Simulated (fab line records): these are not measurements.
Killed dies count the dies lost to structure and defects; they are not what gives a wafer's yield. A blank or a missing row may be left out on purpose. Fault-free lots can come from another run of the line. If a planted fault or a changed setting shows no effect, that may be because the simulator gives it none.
One fault through the eyes of 2 desks    flow berkeley-cmos170    each desk holds nothing but its own numbers, with what lay behind them at the end

## AT THE TOOL OWNER'S DESK: rie-metal-03
The tool's own readings at UCB170_M1_METAL_ETCH_12 (etches Al in Cl2/BCl3, stops on PSG, target depth 780 nm, time 130 s): means of the sampled wafers that have a number, for each lot that ran on this tool. The brackets show how far a lot's mean lies from the usual mean; more than 4 standard deviations puts the lot out of limits, marked OUT.
Columns: A = bcl3-flow-sccm at UCB170_M1_METAL_ETCH_12, usual 45.01 sccm; B = drypump-motor-current-A at UCB170_M1_METAL_ETCH_12, usual 5.7 A; C = he-backside-leak-sccm at UCB170_M1_METAL_ETCH_12, usual 3.28 sccm; D = oes-product-au at UCB170_M1_METAL_ETCH_12, usual 0.852 a.u.; E = rf-fwd-power-W at UCB170_M1_METAL_ETCH_12, usual 596.9 W; F = run-length-s at UCB170_M1_METAL_ETCH_12, usual 158.2 s; G = throttle-valve-pct at UCB170_M1_METAL_ETCH_12, usual 24.31 %
lot   first seen here  A      B    C     D                 E      F                 G
L191  day 9 05:34      45.02  5.6  3.28  0.850             597.7  158.1             24.49
L193  day 9 14:43      44.94  5.2  3.15  0.894             598.0  152.2 (-8.2) OUT  24.45
L195  day 10 02:12     45.23  5.2  3.20  0.902 (+4.1) OUT  595.6  152.2 (-8.2) OUT  24.45
This desk's verdict: out of limits on L193, L195, starting with L193 at day 9 14:43 (run-length-s at UCB170_M1_METAL_ETCH_12). L191 stayed within limits.

## METROLOGY DESK
What the gauges read for every lot (on any tool): the sampled wafers with a number, averaged. The brackets show how far a lot's mean lies from the usual mean; more than 4 standard deviations puts the lot out of limits, marked OUT.
Columns: A = M1_AL_RS at UCB170_M1_RS_MEAS_01, usual 0.0481 ohm/sq; B = M1_AL_THK at UCB170_M1_THK_MEAS_02, usual 609 nm; C = cd-nm at UCB170_M1_CD_MEAS_09, usual 699.9 nm; D = M1_OVL at UCB170_M1_OVL_MEAS_10, usual 0 nm
lot   first seen here  A       B    C      D
L191  day 9 04:14      0.0482  607  697.9  -1
L193  day 9 13:29      0.0482  609  699.7  8
L195  day 10 00:02     0.0474  620  699.9  5
L196  day 10 03:14     0.0473  619  699.2  1
L203  day 11 18:10     0.0480  612  699.5  -1
L207  day 12 10:23     0.0481  612  699.0  3
This desk's finding: nothing out of limits on any of the 6 lots.

## TAKEN TOGETHER
The tool owner's desk could have raised an alarm at day 9 14:43, on L193, L195.
Nothing out of limits was seen by the metrology desk.
The metrology desk has L193, L195 on record, within its limits.
The lots listed all ran UCB170_M1_METAL_ETCH_12 on rie-metal-03.

## WHAT HAD BEEN PUT IN BY THE SIMULATOR
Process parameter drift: rie-metal-03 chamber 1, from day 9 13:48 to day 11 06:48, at UCB170_M1_METAL_ETCH_12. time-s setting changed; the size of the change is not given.
Struck lots among those shown: L193, L195.
How many hours passed from the start of the fault until each desk's first out-of-limits reading: the tool owner's desk, 1.
